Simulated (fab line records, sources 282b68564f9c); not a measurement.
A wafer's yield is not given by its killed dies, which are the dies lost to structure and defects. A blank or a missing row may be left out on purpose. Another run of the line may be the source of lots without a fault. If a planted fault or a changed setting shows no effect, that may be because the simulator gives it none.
A lot that was struck, set against a sound lot ; flow ritCmos ; 27 steps out of a route of 202
Sound: the wafers L636.1, L636.2, L636.3. Wafers L649.1, L649.3, L649.6 were the ones struck. Last of all comes the cause.
Each step with rows lists, per side, the tool, then ch with its chambers, then its first start. Under that, the readings that differ: sound wafers ; struck wafers ; difference of the means ; sigmas: that difference in standard deviations of wafers without a fault.
alike: readings whose means differ by less than 2 such deviations, and words and numbers that are the same on both sides. not compared: withheld readings, readings that some wafer has no value for, bounds like >300 that may hide the same value, and numbers for which the record gives no deviation and whose values overlap.
Wherever a step has rows on one side only, a row that says differs or no value, or a row with sigmas, the two part there. When numbers do not overlap yet have no deviation, they are printed without sigmas and do not part them. A reading missing from all wafers of one side parts the sides only when that side holds two or more wafers.

RIT_ACTIVE_BOW_MEAS_00:
  sound on filmMetro-04, day 1 10:00; struck on filmMetro-02, day 4 03:00
  alike: INCOMING_BOW
then, 1 step without rows for these wafers: RIT_ACTIVE_OXIDATION_01 (target thk 46.8 nm, ox time 3360 s).
RIT_ACTIVE_THK_MEAS_02:
  sound on filmMetro-02, day 1 12:03; struck on filmMetro-04, day 4 05:03
  alike: ACTIVE_OXIDE_THK
RIT_ACTIVE_CVD_03: deposits Si3N4 from SiH2Cl2/NH3, target thk 150 nm, time 1500 s.
  sound on lpcvd-01 ch 0, day 1 12:07; struck on lpcvd-01 ch 0, day 4 05:07
reading;sound;struck;difference;sigmas
model.Si3N4_of_ACTIVE_CVD_03.thkNm (nm);150.8 151.5 150.3;156.9 156.6 156.4;+5.8;
  alike: spikeTcCentreC
RIT_ACTIVE_THK_MEAS_04:
  sound on filmMetro-04, day 1 13:32; struck on filmMetro-02, day 4 06:32
reading;sound;struck;difference;sigmas
ACTIVE_NITRIDE_THK (nm);151.0 151.6 150.2;157.2 156.6 156.4;+5.8;+4
then, 6 steps without rows for these wafers: RIT_ACTIVE_HMDS_05 (prime time 60 s); RIT_ACTIVE_COAT_06 (resist thk 1000 nm); RIT_ACTIVE_SOFTBAKE_07 (time 60 s); RIT_ACTIVE_EXPOSE_08 (exposes mask M1, target cd 1400 nm); RIT_ACTIVE_PEB_09; RIT_ACTIVE_DEVELOP_10 (develop time 50 s).
RIT_ACTIVE_CD_MEAS_11: target cd 1400 nm.
  sound on cdSem-02, day 1 14:34; struck on cdSem-01, day 4 07:26
  alike: cdNm
then, 1 step without rows for these wafers: RIT_ACTIVE_HARDBAKE_12 (time 60 s).
RIT_ACTIVE_ETCH_13: etches Si3N4 in SF6, stops on SiO2, time 210 s, target depth 210 nm.
  sound on rieDiel-02 ch 1,2,3, day 1 14:50; struck on rieDiel-02 ch 0,1, day 4 07:47
reading;sound;struck;difference;sigmas
model.ACTIVE.featureDepthNm (nm);150.8 151.6 151.5;156.9 156.7 156.4;+5.4;
model.etch.depthNm (nm);150.8 151.5 150.3;156.9 156.6 156.4;+5.8;
  alike: drypumpMotorCurrentA, oesProductAu, throttleValvePct
  not compared: rfHoursCounterH
RIT_ACTIVE_STRIP_14: strips in O2, time 180 s.
  sound on plasmaAsher-02 ch 0,1, day 1 14:58; struck on plasmaAsher-04 ch 0,1, day 4 07:55
  alike: drypumpMotorCurrentA
  not compared: rfHoursCounterH
RIT_ACTIVE_CD_MEAS_90: target cd 1400 nm.
  sound on cdSem-01, day 1 15:08; struck on cdSem-02, day 4 08:05
  alike: cdNm
then, 4 steps without rows for these wafers: RIT_ACTIVE_CLEAN_15 (cleans in SC1, time 600 s); RIT_ACTIVE_CLEAN_16 (cleans in dHF, time 30 s); RIT_ACTIVE_CLEAN_17 (cleans in SC2, time 600 s); RIT_FOX1_OXIDATION_00 (target thk 350.7 nm, ox time 1130 s).
RIT_FOX1_THK_MEAS_01:
  sound on filmMetro-01, day 1 17:21; struck on filmMetro-01, day 4 09:53
  alike: FOX1_OXIDE_THK
then, 2 steps without rows for these wafers: RIT_FOX1_WET_ETCH_02 (etches SiO2 in BOE, target depth 350 nm, time 390 s); RIT_FOX2_OXIDATION_00 (target thk 350.7 nm, ox time 1130 s).
RIT_FOX2_THK_MEAS_01:
  sound on filmMetro-01, day 1 18:51; struck on filmMetro-01, day 4 11:23
  alike: FOX2_OXIDE_THK
RIT_FOX2_CLEAN_02: cleans in dHF, time 180 s.
  sound on wetBench-02 ch 3, day 1 18:55; struck on wetBench-04 ch 0, day 4 11:26
reading;sound;struck;difference;sigmas
model.Si3N4_of_ACTIVE_CVD_03.thkNm (nm);131.7 132.3 131.1;137.6 137.3 137.1;+5.6;
then, 1 step without rows for these wafers: RIT_FOX2_WET_ETCH_03 (etches Si3N4 in H3PO4, target depth 195 nm, time 2700 s).
RIT_M1_PROBE_99:
  the record has rows for the sound wafers here (prober-01, day 3 09:48) and none for the struck ones

== WHERE THEY PART ==
First at RIT_ACTIVE_THK_MEAS_04; last, within this record, at RIT_M1_PROBE_99.

WHY: the cause the simulator had injected
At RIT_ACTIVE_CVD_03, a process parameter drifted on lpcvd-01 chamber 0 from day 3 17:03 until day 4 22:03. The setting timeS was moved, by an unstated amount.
